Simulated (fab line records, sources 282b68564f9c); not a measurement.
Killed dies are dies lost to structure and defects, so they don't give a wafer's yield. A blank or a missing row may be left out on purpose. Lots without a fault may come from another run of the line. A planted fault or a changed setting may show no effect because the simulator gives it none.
Which tool did it? | flow rit_cmos | 7 lots, 21 wafers sampled, at 2 steps of a route of 202

WHAT THE GAUGES READ, wafer by wafer
RIT_NSD_TW_MEAS_10.
lot  | measured    | on            | NSD_TW
L376 | day 3 11:15 | film_metro-01 | 3136 3141 3143
L382 | day 4 16:13 | film_metro-01 | 3133 3124 3130
L388 | day 5 23:50 | film_metro-01 | 30 30 30
L391 | day 6 14:05 | film_metro-03 | 3155 3153 3128
L393 | day 6 23:40 | film_metro-04 | 3139 3135 3153
L395 | day 7 09:39 | film_metro-01 | 3142 3155 3144
L397 | day 7 18:52 | film_metro-03 | 3144 3143 3138

WHICH TOOL RAN EACH LOT (tool, then ch and the chambers of the sampled wafers, then the start)
lot  | RIT_NSD_IMPLANT_08
L376 | implanter-01 ch 0, day 3 10:56
L382 | implanter-02 ch 0, day 4 15:53
L388 | implanter-02, day 5 23:31
L391 | implanter-02 ch 0, day 6 13:46
L393 | implanter-02 ch 0, day 6 23:20
L395 | implanter-01 ch 0, day 7 09:21
L397 | implanter-02 ch 0, day 7 18:33
- RIT_NSD_IMPLANT_08

THE ANSWER, worked out from the rows above alone
Rule: what is usual is taken from the lots themselves. Put in order of their means at a reading, lots are off if they are a third of the lots or fewer, leave a main group of 4 or more, and stand apart from it by a gap of 3 or more times the standard deviation of the main group's means; of several such gaps the widest counts. A main group whose means are all the same, to the digits that the tables above print for the reading, isn't used. A lot without any number at a reading at which 4 lots or more have one is off too. The other lots that the step has rows for count as sound.
Off: L388, at RIT_NSD_TW_MEAS_10 (NSD_TW). The main group: mean 3141, standard deviation 5.8.
A tool fits if, at a process step before that reading, it ran every lot that is off, and no sound lot after the first of them. The gauges at RIT_NSD_TW_MEAS_10 are tried like those tools. None of those tried fits.

WHAT THE SIMULATOR HAD PUT IN
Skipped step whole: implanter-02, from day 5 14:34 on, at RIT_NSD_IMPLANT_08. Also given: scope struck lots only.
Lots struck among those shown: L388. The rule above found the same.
